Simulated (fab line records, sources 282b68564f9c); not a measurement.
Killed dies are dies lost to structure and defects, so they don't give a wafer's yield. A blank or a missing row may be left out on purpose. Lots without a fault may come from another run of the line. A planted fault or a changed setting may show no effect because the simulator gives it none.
Which tool did it? | flow rit_cmos | 14 lots, 42 wafers sampled, at 2 steps of a route of 202

WHAT THE GAUGES READ, wafer by wafer
RIT_ACTIVE_THK_MEAS_04.
lot  | measured    | on            | ACTIVE_NITRIDE_THK (nm)
L949 | day 1 13:32 | film_metro-01 | 150.7 149.9 150.0
L951 | day 1 23:32 | film_metro-04 | 148.0 147.2 147.2
L952 | day 2 04:43 | film_metro-01 | 229.4 228.5 229.9 229.3 228.4 230.0
L954 | day 2 14:59 | film_metro-01 | 233.2 232.6 231.4 233.1 232.7 231.6
L955 | day 2 19:32 | film_metro-04 | 151.9 148.9 150.6
L963 | day 4 11:32 | film_metro-01 | 147.9 147.4 147.1
L965 | day 4 21:32 | film_metro-01 | 146.8 148.1 146.1
L966 | day 5 02:32 | film_metro-02 | 148.3 148.4 147.8
L967 | day 5 07:32 | film_metro-04 | 150.0 151.0 150.6
L968 | day 5 13:14 | film_metro-01 | 152.3 151.3 152.2
L969 | day 5 17:32 | film_metro-02 | 148.6 148.8 148.7
L970 | day 5 22:32 | film_metro-04 | 150.3 150.9 149.7
L971 | day 6 03:32 | film_metro-04 | 147.7 150.2 148.9
L972 | day 6 08:32 | film_metro-02 | 149.5 151.3 149.3

WHICH TOOL RAN EACH LOT (tool, then ch and the chambers of the sampled wafers, then the start)
lot  | RIT_ACTIVE_CVD_03
L949 | lpcvd-01 ch 0, day 1 12:07
L951 | lpcvd-01 ch 1, day 1 22:07
L952 | lpcvd-01 ch 1, day 2 03:18
L954 | lpcvd-01 ch 1, day 2 13:33
L955 | lpcvd-02 ch 1, day 2 18:07
L963 | lpcvd-02 ch 0, day 4 10:07
L965 | lpcvd-02 ch 0, day 4 20:07
L966 | lpcvd-02 ch 0, day 5 01:07
L967 | lpcvd-02 ch 0, day 5 06:07
L968 | lpcvd-01 ch 1, day 5 11:07
L969 | lpcvd-02 ch 0, day 5 16:07
L970 | lpcvd-01 ch 0, day 5 21:07
L971 | lpcvd-02 ch 1, day 6 02:07
L972 | lpcvd-01 ch 1, day 6 07:07
- RIT_ACTIVE_CVD_03: deposits Si3N4 from SiH2Cl2/NH3, target thk 150 nm, time 1500 s.

WHAT THE TOOLS THEMSELVES READ (means of the sampled wafers that have a number; where no wafer has one, the mark that the record gives instead)
RIT_ACTIVE_CVD_03.
lot  | tool     | spike_tc_source_C (C)
L949 | lpcvd-01 | 832.3
L951 | lpcvd-01 | 832.9
L952 | lpcvd-01 | 832.8
L954 | lpcvd-01 | 833.0
L955 | lpcvd-02 | 829.3
L963 | lpcvd-02 | 830.8
L965 | lpcvd-02 | 830.1
L966 | lpcvd-02 | 829.4
L967 | lpcvd-02 | 830.3
L968 | lpcvd-01 | 833.4
L969 | lpcvd-02 | 830.2
L970 | lpcvd-01 | 831.2
L971 | lpcvd-02 | 829.2
L972 | lpcvd-01 | 832.4

THE ANSWER, worked out from the rows above alone
Rule: what is usual is taken from the lots themselves. Put in order of their means at a reading, lots are off if they are a third of the lots or fewer, leave a main group of 4 or more, and stand apart from it by a gap of 3 or more times the standard deviation of the main group's means; of several such gaps the widest counts. A main group whose means are all the same, to the digits that the tables above print for the reading, isn't used. A lot without any number at a reading at which 4 lots or more have one is off too. The other lots that the step has rows for count as sound. The gauges are gone through in route order, then the tools' own readings, and for those a lot's mean is taken as printed above. The first step at which some lot is off is used, and at that step the reading that is off furthest; a lot without a number counts as furthest.
Off: L952, L954, at RIT_ACTIVE_THK_MEAS_04 (ACTIVE_NITRIDE_THK). The main group: mean 149.3 nm, standard deviation 1.5.
A tool fits if, at a process step before that reading, it ran every lot that is off, and no sound lot after the first of them. The gauges at RIT_ACTIVE_THK_MEAS_04 are tried like those tools. None of those tried fits.

WHAT THE SIMULATOR HAD PUT IN
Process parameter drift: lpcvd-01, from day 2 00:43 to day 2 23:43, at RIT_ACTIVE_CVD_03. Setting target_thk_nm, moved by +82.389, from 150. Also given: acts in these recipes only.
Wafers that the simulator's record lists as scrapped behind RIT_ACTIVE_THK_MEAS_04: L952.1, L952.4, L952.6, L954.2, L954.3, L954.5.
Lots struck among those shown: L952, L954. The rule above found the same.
